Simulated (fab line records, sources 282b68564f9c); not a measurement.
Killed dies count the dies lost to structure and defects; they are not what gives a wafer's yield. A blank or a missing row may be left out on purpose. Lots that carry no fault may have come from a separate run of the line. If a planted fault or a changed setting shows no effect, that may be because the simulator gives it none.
Which tool was responsible? || flow ritCmos || 14 lots, 42 wafers sampled, at 3 steps of a route of 202

== WHAT EACH GAUGE READ, for each wafer ==
RIT_PLDD_TW_MEAS_10. Usual: PLDD_TW typically reads 2356, with standard deviation 20.
{"lot": "L282", "measured": "day 3 02:28", "on": "filmMetro-02", "PLDD_TW": "2391 2380 2382", "flag": ""}
{"lot": "L283", "measured": "day 3 10:44", "on": "filmMetro-03", "PLDD_TW": "2373 2389 2388", "flag": ""}
{"lot": "L284", "measured": "day 3 11:05", "on": "filmMetro-01", "PLDD_TW": "2332 2337 2337", "flag": ""}
{"lot": "L285", "measured": "day 3 20:37", "on": "filmMetro-02", "PLDD_TW": "2380 2383 2380", "flag": ""}
{"lot": "L286", "measured": "day 4 04:22", "on": "filmMetro-03", "PLDD_TW": "2401 2396 2399", "flag": ""}
{"lot": "L287", "measured": "day 4 07:01", "on": "filmMetro-01", "PLDD_TW": "2337 2337 2345", "flag": ""}
{"lot": "L288", "measured": "day 4 07:13", "on": "filmMetro-03", "PLDD_TW": "2387 2385 2400", "flag": ""}
{"lot": "L289", "measured": "day 4 21:36", "on": "filmMetro-02", "PLDD_TW": "2338 2346 2358", "flag": ""}
{"lot": "L290", "measured": "day 4 23:29", "on": "filmMetro-01", "PLDD_TW": "2339 2333 2341", "flag": ""}
{"lot": "L293", "measured": "day 5 13:38", "on": "filmMetro-02", "PLDD_TW": "2350 2352 2353", "flag": ""}
{"lot": "L294", "measured": "day 5 13:53", "on": "filmMetro-01", "PLDD_TW": "2214 2206 2200", "flag": "OFF"}
{"lot": "L296", "measured": "day 6 07:59", "on": "filmMetro-01", "PLDD_TW": "2342 2345 2331", "flag": ""}
{"lot": "L298", "measured": "day 6 10:23", "on": "filmMetro-02", "PLDD_TW": "2345 2358 2360", "flag": ""}
{"lot": "L300", "measured": "day 7 04:52", "on": "filmMetro-01", "PLDD_TW": "2206 2207 2206", "flag": "OFF"}

RIT_SDANNEAL_RS_MEAS_06: a four-point-probe measurement. Usual: PLDD_RS typically reads 178.7 ohm/sq, with standard deviation 0.52.
{"lot": "L282", "measured": "day 3 08:40", "on": "filmMetro-01", "PLDD_RS (ohm/sq)": "179.3 179.7 179.1", "flag": ""}
{"lot": "L283", "measured": "day 3 18:02", "on": "filmMetro-01", "PLDD_RS (ohm/sq)": "179.0 179.0 178.3", "flag": ""}
{"lot": "L284", "measured": "day 3 17:19", "on": "filmMetro-02", "PLDD_RS (ohm/sq)": "178.3 178.6 178.3", "flag": ""}
{"lot": "L285", "measured": "day 4 05:19", "on": "filmMetro-01", "PLDD_RS (ohm/sq)": "179.0 179.1 179.1", "flag": ""}
{"lot": "L286", "measured": "day 4 11:45", "on": "filmMetro-03", "PLDD_RS (ohm/sq)": "178.4 178.6 178.4", "flag": ""}
{"lot": "L287", "measured": "day 4 14:28", "on": "filmMetro-03", "PLDD_RS (ohm/sq)": "178.4 178.3 178.1", "flag": ""}
{"lot": "L288", "measured": "day 4 14:43", "on": "filmMetro-02", "PLDD_RS (ohm/sq)": "178.7 178.8 178.8", "flag": ""}
{"lot": "L289", "measured": "day 5 06:16", "on": "filmMetro-02", "PLDD_RS (ohm/sq)": "179.4 179.3 179.3", "flag": ""}
{"lot": "L290", "measured": "day 5 09:04", "on": "filmMetro-02", "PLDD_RS (ohm/sq)": "178.6 178.1 178.4", "flag": ""}
{"lot": "L293", "measured": "day 5 22:52", "on": "filmMetro-02", "PLDD_RS (ohm/sq)": "178.6 178.7 178.1", "flag": ""}
{"lot": "L294", "measured": "day 5 23:22", "on": "filmMetro-01", "PLDD_RS (ohm/sq)": "191.7 191.3 191.8", "flag": "OFF"}
{"lot": "L296", "measured": "day 6 17:09", "on": "filmMetro-03", "PLDD_RS (ohm/sq)": "178.8 178.3 178.6", "flag": ""}
{"lot": "L298", "measured": "day 6 23:23", "on": "filmMetro-02", "PLDD_RS (ohm/sq)": "179.5 179.2 179.0", "flag": ""}
{"lot": "L300", "measured": "day 7 12:25", "on": "filmMetro-03", "PLDD_RS (ohm/sq)": "191.3 191.1 191.3", "flag": "OFF"}

== WHICH TOOL RAN EACH LOT (tool, then ch and the chambers of the sampled wafers, then the start) ==
{"lot": "L282", "RIT_PLDD_IMPLANT_08": "implanter-04 ch 0, day 3 02:09"}
{"lot": "L283", "RIT_PLDD_IMPLANT_08": "implanter-03 ch 0, day 3 10:25"}
{"lot": "L284", "RIT_PLDD_IMPLANT_08": "implanter-01 ch 0, day 3 10:47"}
{"lot": "L285", "RIT_PLDD_IMPLANT_08": "implanter-04 ch 0, day 3 20:19"}
{"lot": "L286", "RIT_PLDD_IMPLANT_08": "implanter-03 ch 0, day 4 04:04"}
{"lot": "L287", "RIT_PLDD_IMPLANT_08": "implanter-03 ch 0, day 4 06:41"}
{"lot": "L288", "RIT_PLDD_IMPLANT_08": "implanter-01 ch 0, day 4 06:56"}
{"lot": "L289", "RIT_PLDD_IMPLANT_08": "implanter-04 ch 0, day 4 21:16"}
{"lot": "L290", "RIT_PLDD_IMPLANT_08": "implanter-01 ch 0, day 4 23:10"}
{"lot": "L293", "RIT_PLDD_IMPLANT_08": "implanter-04 ch 0, day 5 13:19"}
{"lot": "L294", "RIT_PLDD_IMPLANT_08": "implanter-03 ch 0, day 5 13:35"}
{"lot": "L296", "RIT_PLDD_IMPLANT_08": "implanter-04 ch 0, day 6 07:41"}
{"lot": "L298", "RIT_PLDD_IMPLANT_08": "implanter-04 ch 0, day 6 10:04"}
{"lot": "L300", "RIT_PLDD_IMPLANT_08": "implanter-03 ch 0, day 7 04:33"}
- RIT_PLDD_IMPLANT_08

== AS READ BY THE TOOLS THEMSELVES (means over the sampled wafers that have a number; for cases with no such wafer, the mark the record gives instead) ==
RIT_PLDD_IMPLANT_08. Usual: beamEnergyKeV 20.000, standard deviation 0.0059.
{"lot": "L282", "tool": "implanter-04", "beamEnergyKeV": 19.998, "flag": ""}
{"lot": "L283", "tool": "implanter-03", "beamEnergyKeV": 19.995, "flag": ""}
{"lot": "L284", "tool": "implanter-01", "beamEnergyKeV": 19.998, "flag": ""}
{"lot": "L285", "tool": "implanter-04", "beamEnergyKeV": 20.009, "flag": ""}
{"lot": "L286", "tool": "implanter-03", "beamEnergyKeV": 20.008, "flag": ""}
{"lot": "L287", "tool": "implanter-03", "beamEnergyKeV": 19.995, "flag": ""}
{"lot": "L288", "tool": "implanter-01", "beamEnergyKeV": 20.000, "flag": ""}
{"lot": "L289", "tool": "implanter-04", "beamEnergyKeV": 19.998, "flag": ""}
{"lot": "L290", "tool": "implanter-01", "beamEnergyKeV": 20.010, "flag": ""}
{"lot": "L293", "tool": "implanter-04", "beamEnergyKeV": 20.002, "flag": ""}
{"lot": "L294", "tool": "implanter-03", "beamEnergyKeV": 16.402, "flag": "OFF"}
{"lot": "L296", "tool": "implanter-04", "beamEnergyKeV": 19.995, "flag": ""}
{"lot": "L298", "tool": "implanter-04", "beamEnergyKeV": 20.003, "flag": ""}
{"lot": "L300", "tool": "implanter-03", "beamEnergyKeV": 16.396, "flag": "OFF"}

== THE ANSWER, worked out from the rows above alone ==
Rule: take the mean of a lot's wafers that have a number; if it is more than 3 standard deviations from the usual mean, the lot is off. A lot without any number at a reading at which 4 lots or more have one is off too. Any other lot the step has rows for is counted as sound. After the gauges, taken in route order, come the tools' own readings; for these a lot's mean is taken, as printed above. The first step at which some lot is off is used, and at that step the reading that is off furthest; a lot without a number counts as furthest.
Off: at RIT_PLDD_TW_MEAS_10 (PLDD_TW), L294, L300.
A tool fits if, at a process step before that reading, it ran every lot that is off, and no sound lot after the first of them. The gauges at RIT_PLDD_TW_MEAS_10 aren't tried: what is off there is off at RIT_PLDD_IMPLANT_08 too, on other tools, and a gauge's error can't cause that. One fits: RIT_PLDD_IMPLANT_08 on implanter-03. Its last sound lot is L287 (day 4 06:41), its first lot that is off L294 (day 5 13:35): a fault that began between those two fits.
The tool's own readings at RIT_PLDD_IMPLANT_08 bear it out: on the lots that are off they differ by more than 5 times the standard deviation of the sound lots' means. beamEnergyKeV reads 16.399 there against 20.001 on the sound lots.

== WHAT THE SIMULATOR PUT IN ==
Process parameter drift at RIT_PLDD_IMPLANT_08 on implanter-03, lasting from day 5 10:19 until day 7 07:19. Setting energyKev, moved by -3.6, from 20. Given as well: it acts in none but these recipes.
Struck lots among those shown: L294, L300. The rule above reached the same finding.
